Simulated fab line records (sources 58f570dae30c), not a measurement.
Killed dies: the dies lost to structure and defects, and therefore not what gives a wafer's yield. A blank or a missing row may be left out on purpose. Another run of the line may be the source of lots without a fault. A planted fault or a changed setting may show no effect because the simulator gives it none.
8D (eight disciplines) problem report, filled in by code    flow berkeley-cmos170    the parts of the form that need people (team, actions taken, sign-off) are left out

1. THE ISSUE
Wafers free of any fault read 2003 nm (standard deviation 27) for V2_TEOS_THK at UCB170_V2_THK_MEAS_01, against a mean of 1704 nm on 3 wafers of 3 lots. That puts it -11 standard deviations away from the usual mean.
Earliest sighting: wafer L750.3 on film-metro-01 at day 8 18:48. The record holds 45 wafers of 15 lots with a number at this step. Rule for "out", or "out of limits": more than 4 standard deviations from the usual mean. All remaining wafers that have a number are taken as sound.

2. WHAT IT IS AND WHAT IT IS NOT
question                     is                                           is not
which readings at this step  V2_TEOS_THK                                  -
which lots                   L750, L753, L756                             L746, L747, L749, L759, L761, L762, L763, L764, L766, L767, L768, L769
which wafers of those lots   L750.3, L753.2, L756.5                       L750.4, L750.5, L753.1, L753.6, L756.2, L756.3
read on which gauges         film-metro-01, film-metro-02, film-metro-03  -
when                         from day 8 18:48                             up to then (11 sound wafers); but 31 sound wafers of L753, L756, L759, L761, L762, L763, L764, L766, L767, L768, L769 came after

3. SUSPECTS, AND WHAT RULES EACH OUT
Counting: any tool at a process step up to the reading remains a suspect provided it ran every lot that is out. Sound lots after the first of them don't rule it out here, since some wafers of a struck lot are sound.
- ruled out: the gauge at UCB170_V2_THK_MEAS_01. The wafers that are out were read on 3 gauges (film-metro-01, film-metro-02, film-metro-03).
- pecvd-04 at UCB170_V2_CVD_00 (deposits SiO2 from TEOS/O2, target thk 2000 nm, time 250 s): kept. Ran every lot that is out, first one L750 (day 8 18:37); last sound lot up to then L747 (day 7 18:46). Out on those wafers are its own readings of rf-fwd-power-W.
- pecvd-04, UCB170_V2_CVD_00: wafers that are out in chamber 0, sound lot-mates in chambers 1, 2.
Remaining after the count: pecvd-04 at UCB170_V2_CVD_00.

4. THE CAUSE (what the simulator had put in)
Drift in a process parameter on pecvd-04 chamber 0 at UCB170_V2_CVD_00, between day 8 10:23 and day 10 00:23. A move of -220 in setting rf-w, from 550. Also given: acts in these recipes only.
Only this tool survived the counting.

5. THE EFFECT CHAIN, in route order
Each row: a reading whose mean over the struck wafers that have a number lies more than 3 standard deviations from the usual. Only readings for which the record gives a usual standard deviation are gone through. hours: the time from each lot's start at the first step in this table that gives one to its start at this step, as a median over the lots. sigmas: the change in usual standard deviations.
hours  step                   reading         usual    on struck wafers  change  sigmas
0      UCB170_V2_CVD_00       rf-fwd-power-W  548.4 W  326.9             -221.5  -99 or more
0      UCB170_V2_THK_MEAS_01  V2_TEOS_THK     2003 nm  1704              -299    -11
Its process steps:
- UCB170_V2_CVD_00: deposits SiO2 from TEOS/O2, target thk 2000 nm, time 250 s.
Later steps that measure or inspect, where all struck wafers having a row at the step show a number for every such reading and not one has moved that far: UCB170_V2_CD_MEAS_90.

6. HOW IT WOULD HAVE BEEN CAUGHT EARLIER
The first out-of-limits reading at a measuring or inspecting step in this record came at day 8 18:48, 8 hours after the fault's start at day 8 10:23.
The tool's own readings at UCB170_V2_CVD_00 were out on every struck wafer that the step has a row for (rf-fwd-power-W): an alarm limit on them would have fired on the first of those.
L753, L756, from the lots that are out (3), started UCB170_V2_CVD_00 on pecvd-04 later than day 8 18:48. A hold on the tool at that time would have spared those 2.
